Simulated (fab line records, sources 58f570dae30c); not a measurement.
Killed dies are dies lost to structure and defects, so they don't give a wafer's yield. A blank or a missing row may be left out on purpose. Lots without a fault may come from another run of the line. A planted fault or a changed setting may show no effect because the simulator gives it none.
fab line records | flow berkeley_cmos170
record lots=15 wafers=45 last_day=11
route steps=331 shown GATE@138 PSD@176 M1@250 V2@295
lots that met no fault: from a run of the same line without faults
start_h: hours from the record's first day to the start of the lot's first wafer shown | wait_h: hours since the lot's step before | " the same as in the row above | L1.1+2: a row that stands for several wafers | - no value, or no start given | * or withheld: withheld | < > ~ a bound
route shown NAME@n: a module of which the file shows steps, and the number in the route of the first | usual: mean/standard deviation of fault-free wafers | same: alike in all rows | chamber/n: place in a boat | sites: the reading at each site | _std_site: their standard deviation | _edge_site: outer sites' mean less inner sites' | radius_mm: how far each site lies from the wafer's centre | mask NAME#n: copy n | behind: the tool/chamber that last shaped the wafer | hold: why the lot was held/for how many hours/how that ended | device: the transistor (n, p or np) that didn't switch | end of line: the same wafers' tests at the end of the route | a step without rows: its recipe alone | killed: dies lost to structure and defects at the first sort, not the wafer's yield | map: a wafer's dies, x killed, . not, _ none there
set.NAME: the setting as run; set.NAME@STEP: as run at that earlier step | model.NAME: the simulator's own value behind a step, which no gauge read
steps of the route over a sample of lots; a table a step, a row a wafer
services: from which hour (start_h, from the record's first day; less than 0 if before it) a tool's chamber was out of use, for how many hours, and why
## steps
# step UCB170_GATE_CD_MEAS_12
# recipe target_cd_nm=350
# usual cd_nm=350.0/1.4
# columns lot.wafer tool chamber start_h wait_h cd_nm
L271.2 cd_sem-01 - 145.05 - 349.3
L271.4 " - " " 349.3
L271.6 " - " " 349.1
L270.1 cd_sem-01 - 145.38 - 350.4
L270.2 " - " " 351.9
L270.6 " - " " 351.8
L273.1 cd_sem-02 - 154.42 - 350.3
L273.5 " - " " 350.9
L273.6 " - " " 350.6
L272.2 cd_sem-01 - 154.86 - 348.2
L272.4 " - " " 348.3
L272.6 " - " " 348.7
L276.1 cd_sem-02 - 170.90 - 350.5
L276.5 " - " " 350.3
L276.6 " - " " 350.3
L275.1 cd_sem-02 - 171.02 - 350.8
L275.2 " - " " 350.4
L275.6 " - " " 351.5
L274.1 cd_sem-02 - 171.14 - 350.5
L274.2 " - " " 350.8
L274.4 " - " " 351.4
L279.3 cd_sem-01 - 177.28 - 349.8
L279.4 " - " " 349.9
L279.6 " - " " 350.7
L277.2 cd_sem-01 - 180.10 - 351.2
L277.3 " - " " 351.0
L277.4 " - " " 350.6
L282.2 cd_sem-01 - 189.48 - 346.6
L282.4 " - " " 347.4
L282.6 " - " " 347.8
L287.1 cd_sem-01 - 204.12 - 352.7
L287.2 " - " " 352.9
L287.4 " - " " 353.3
L288.1 cd_sem-01 - 220.40 - 349.6
L288.5 " - " " 350.2
L288.6 " - " " 349.5
L289.1 cd_sem-02 - 220.58 - 349.9
L289.4 " - " " 349.8
L289.6 " - " " 349.1
L291.3 cd_sem-01 - 226.68 - 346.1
L291.4 " - " " 346.6
L291.5 " - " " 347.6
L292.2 cd_sem-02 - 227.21 - 351.6
L292.3 " - " " 352.4
L292.4 " - " " 350.6
# step UCB170_PSD_COAT_01
# recipe resist=KrF spin_rpm=1500 resist_thk_nm=900
# usual chill_plate_temp_C=23.00/0.1 dispense_pressure_kPa=53.0/2.4 resist_line_temp_C=23.02/0.095
# columns lot.wafer tool chamber start_h wait_h chill_plate_temp_C dispense_pressure_kPa resist_line_temp_C
L271.2 litho_track-02 0 153.60 0.1 23.04 55.7 22.81
L271.4 " 0 " " 22.98 55.6 23.00
L271.6 " 0 " " 23.24 55.6 22.80
L270.1 litho_track-04 0 156.96 0.1 23.13 49.9 23.17
L270.2 " 0 " " 23.19 49.9 23.00
L270.6 " 0 " " 22.98 49.9 22.98
L273.1 litho_track-02 0 164.35 0.1 22.97 55.6 22.90
L273.5 " 0 " " 23.07 55.7 23.04
L273.6 " 0 " " 23.02 55.7 23.08
L272.2 litho_track-01 0 164.96 0.1 23.00 52.2 22.99
L272.4 " 0 " " 22.97 52.3 23.05
L272.6 " 0 " " 22.91 52.2 23.09
L275.1 litho_track-01 0 180.35 0.1 22.96 52.2 22.96
L275.2 " 0 " " 22.99 52.2 23.04
L275.6 " 0 " " 23.18 52.3 23.05
L274.1 litho_track-02 0 180.57 0.1 22.88 55.7 23.18
L274.2 " 0 " " 23.06 55.7 22.99
L274.4 " 0 " " 22.83 55.6 22.83
L276.1 litho_track-04 0 180.70 0.1 22.95 49.9 23.03
L276.5 " 0 " " 23.00 50.0 22.98
L276.6 " 0 " " 22.98 49.9 22.99
L279.3 litho_track-02 0 186.66 0.1 23.01 55.7 23.10
L279.4 " 0 " " 22.79 55.6 23.11
L279.6 " 0 " " 22.89 55.6 23.08
L277.2 litho_track-04 0 189.59 0.1 22.88 49.8 22.87
L277.3 " 0 " " 23.01 49.9 22.96
L277.4 " 0 " " 23.04 49.9 23.00
L282.2 litho_track-01 0 199.25 0.1 23.18 52.3 23.15
L282.4 " 0 " " 23.13 52.2 22.93
L282.6 " 0 " " 23.14 52.2 23.23
L287.1 litho_track-01 - 216.00 0.1 - - -
L287.2 " - " " - - -
L287.4 " - " " - - -
L288.1 litho_track-02 - 231.56 0.1 - - -
L288.5 " - " " - - -
L288.6 " - " " - - -
L289.1 litho_track-04 - 231.56 0.1 - - -
L289.4 " - " " - - -
L289.6 " - " " - - -
L292.2 litho_track-02 0 237.60 0.1 23.16 55.7 22.96
L292.3 " 0 " " 23.10 55.6 23.08
L292.4 " 0 " " 23.17 55.7 23.07
L291.3 litho_track-04 0 237.76 0.1 23.02 49.9 23.21
L291.4 " 0 " " 22.96 49.9 22.89
L291.5 " 0 " " 22.95 49.8 23.04
# step UCB170_PSD_CD_MEAS_06
# recipe target_cd_nm=1200
# usual cd_nm=1200.4/1.3
# columns lot.wafer tool chamber start_h wait_h cd_nm
L271.2 cd_sem-02 - 154.90 - 1200.8
L271.4 " - " " 1201.2
L271.6 " - " " 1199.9
L270.1 cd_sem-01 - 157.65 - 1200.9
L270.2 " - " " 1202.1
L270.6 " - " " 1201.0
L273.1 cd_sem-02 - 165.20 - 1200.0
L273.5 " - " " 1200.4
L273.6 " - " " 1200.8
L272.2 cd_sem-01 - 166.08 - 1200.1
L272.4 " - " " 1201.1
L272.6 " - " " 1199.8
L275.1 cd_sem-01 - 182.04 - 1201.4
L275.2 " - " " 1202.0
L275.6 " - " " 1200.7
L274.1 cd_sem-02 - 182.32 - 1201.9
L274.2 " - " " 1200.3
L274.4 " - " " 1199.9
L276.1 cd_sem-01 - 182.38 - 1198.0
L276.5 " - " " 1197.9
L276.6 " - " " 1199.7
L279.3 cd_sem-01 - 188.00 - 1201.0
L279.4 " - " " 1201.5
L279.6 " - " " 1202.1
L277.2 cd_sem-01 - 190.73 - 1200.5
L277.3 " - " " 1201.8
L277.4 " - " " 1200.5
L282.2 cd_sem-01 - 200.33 - 1199.6
L282.4 " - " " 1198.3
L282.6 " - " " 1200.0
L287.1 cd_sem-01 - 217.34 - -
L287.2 " - " " -
L287.4 " - " " -
L289.1 cd_sem-02 - 232.37 - -
L289.4 " - " " -
L289.6 " - " " -
L288.1 cd_sem-01 - 232.65 - -
L288.5 " - " " -
L288.6 " - " " -
L292.2 cd_sem-02 - 238.72 - 1200.2
L292.3 " - " " 1199.6
L292.4 " - " " 1198.5
L291.3 cd_sem-01 - 238.78 - 1199.7
L291.4 " - " " 1199.3
L291.5 " - " " 1198.1
# step UCB170_M1_METAL_ETCH_12
# recipe chemistry=Cl2/BCl3 target=Al stop_on=PSG pressure_mtorr=12 target_depth_a=7800 over_etch_frac=0.3 time_s=130 icp_w=600 bias_w=120 Cl2_flow_sccm=90 bcl3_flow_sccm=45
# usual drypump_motor_current_A=5.82/0.28 oes_product_au=0.859/0.014 throttle_valve_pct=24.4/0.31
# columns lot.wafer tool chamber start_h wait_h drypump_motor_current_A oes_product_au rf_hours_counter_h throttle_valve_pct
L271.2 rie_metal-03 0 165.13 - 6.17 0.866 5 24.0
L271.4 " 0 " " 6.16 0.856 - 24.0
L271.6 " 1 " " 5.72 0.869 - 24.4
L270.1 rie_metal-04 1 170.19 - 5.97 0.849 6 24.8
L270.2 " 0 " " 5.93 0.854 0 24.7
L270.6 " 0 " " 5.88 0.850 - 24.7
L273.1 rie_metal-04 1 178.44 - 5.97 0.841 7 24.8
L273.5 " 0 " " 5.85 0.848 - 24.7
L273.6 " 1 " " 5.99 0.834 - 24.8
L272.2 rie_metal-03 0 178.58 - 6.16 0.866 6 24.0
L272.4 " 1 " " 5.71 0.870 - 24.4
L272.6 " 0 " " 6.18 0.869 - 24.0
L275.1 rie_metal-04 1 194.91 - 5.97 0.855 7 24.8
L275.2 " 0 " " 5.87 0.856 1 24.7
L275.6 " 1 " " 5.97 0.847 - 24.8
L274.1 rie_metal-03 0 197.02 - 6.21 0.857 6 24.0
L274.2 " 1 " " 5.73 0.860 8 24.4
L274.4 " 0 " " 6.21 0.855 - 24.0
L276.1 rie_metal-01 0 197.84 - 5.34 0.865 5 24.2
L276.5 " 0 " " 5.33 0.857 - 24.2
L276.6 " 0 " " 5.33 0.862 - 24.2
L279.3 rie_metal-04 0 200.44 - 5.87 0.850 - 24.6
L279.4 " 1 " " 5.99 0.840 - 24.8
L279.6 " 0 " " 5.89 0.843 - 24.7
L277.2 rie_metal-01 0 202.73 - 5.32 0.856 - 24.2
L277.3 " 0 " " 5.35 0.869 - 24.2
L277.4 " 0 " " 5.34 0.862 - 24.2
L282.2 rie_metal-03 1 212.46 - 5.72 0.880 8 24.4
L282.4 " 0 " " 6.22 0.874 - 24.0
L282.6 " 1 " " 5.71 0.883 - 24.4
L287.1 rie_metal-03 1 234.25 - 5.72 0.873 9 24.4
L287.2 " 0 " " 6.15 0.860 8 24.0
L287.4 " 0 " " 6.19 0.858 - 24.0
L289.1 rie_metal-03 0 244.58 - 6.15 0.865 8 24.0
L289.4 " 0 " " 6.19 0.870 - 24.0
L289.6 " 0 " " 6.22 0.864 - 24.0
L288.1 rie_metal-04 0 245.57 - 5.89 0.851 2 24.7
L288.5 " 0 " " 5.89 0.858 - 24.7
L288.6 " 1 " " 5.99 0.841 - 24.8
L292.2 rie_metal-03 0 252.50 - 6.17 0.876 8 24.0
L292.3 " 0 " " 6.17 0.873 - 24.0
L292.4 " 1 " " 5.74 0.884 - 24.4
L291.3 rie_metal-01 0 253.09 - 5.33 0.861 - 24.2
L291.4 " 1 " " 5.45 0.867 - 24.0
L291.5 " 0 " " 5.36 0.860 - 24.2
# step UCB170_V2_BOW_MEAS_03
# recipe mode=bow
# usual V2_BOW=35/6.6
# columns lot.wafer tool chamber start_h wait_h V2_BOW[um]
L271.2 film_metro-04 - 176.47 0.2 36
L271.4 " - " " 30
L271.6 " - " " 44
L270.1 film_metro-03 - 182.32 0.2 29
L270.2 " - " " 29
L270.6 " - " " 30
L273.1 film_metro-03 - 187.86 0.1 24
L273.5 " - " " 34
L273.6 " - " " 34
L272.2 film_metro-03 - 188.60 0.2 30
L272.4 " - " " 48
L272.6 " - " " 40
L275.1 film_metro-02 - 207.44 0.2 28
L275.2 " - " " 35
L275.6 " - " " 38
L274.1 film_metro-03 - 208.30 0.2 38
L274.2 " - " " 46
L274.4 " - " " 37
L276.1 film_metro-04 - 208.31 0.1 37
L276.5 " - " " 39
L276.6 " - " " 42
L279.3 film_metro-04 - 212.49 0.2 30
L279.4 " - " " 36
L279.6 " - " " 35
L277.2 film_metro-03 - 214.44 0.1 35
L277.3 " - " " 33
L277.4 " - " " 40
L282.2 film_metro-04 - 225.81 0.3 53
L282.4 " - " " 32
L282.6 " - " " 47
L287.1 film_metro-03 - 244.45 0.2 38
L287.2 " - " " 45
L287.4 " - " " 24
L289.1 film_metro-03 - 254.94 0.1 42
L289.4 " - " " 33
L289.6 " - " " 24
L288.1 film_metro-02 - 255.12 0.2 37
L288.5 " - " " 36
L288.6 " - " " 27
L292.2 film_metro-02 - 263.58 0.1 39
L292.3 " - " " 35
L292.4 " - " " 31
L291.3 film_metro-02 - 264.11 0.2 33
L291.4 " - " " 28
L291.5 " - " " 37
## services
# columns tool chamber start_h hours kind
rie_metal-04 - 130.92 1.1 repair
rie_metal-04 0 144.99 - clean
rie_metal-04 0 144.99 20.2 scheduled_down
rie_metal-04 0 144.99 20.2 vent_cycle
rie_metal-01 1 195.96 - clean
rie_metal-01 1 195.96 26.7 scheduled_down
rie_metal-01 1 195.96 26.7 vent_cycle
## key
first_sign step=UCB170_PSD_COAT_01 reading=tool_record direction=missing
effect step=UCB170_PSD_CD_MEAS_06 reading=cd_nm direction=missing
met_at UCB170_PSD_COAT_01
struck_lots L287,L288,L289
sort_left_out L287.1,L287.2,L287.4,L288.1,L288.5,L288.6,L289.1,L289.4,L289.6
tester_left_out L287,L288,L289
not_acting_at UCB170_GATE_CD_MEAS_12,UCB170_M1_METAL_ETCH_12,UCB170_V2_BOW_MEAS_03
onset_between 199.25 216.00
fault kind=skipped_step_whole tool=litho_track-01,litho_track-02,litho_track-04 chamber=- onset_h=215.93 steps=UCB170_PSD_COAT_01 scope=struck_lots_only
# tester_left_out: of these lots the tester's yield and bins aren't shown, on N5 and GAA mostly nor the transistor test; their killed dies are dies lost to structure and defects alone, not to doping, threshold or leakage, so they don't give the yield
# sort_left_out: the simulated sort isn't trusted on such a fault, so these wafers' sort isn't shown, and their yield isn't known
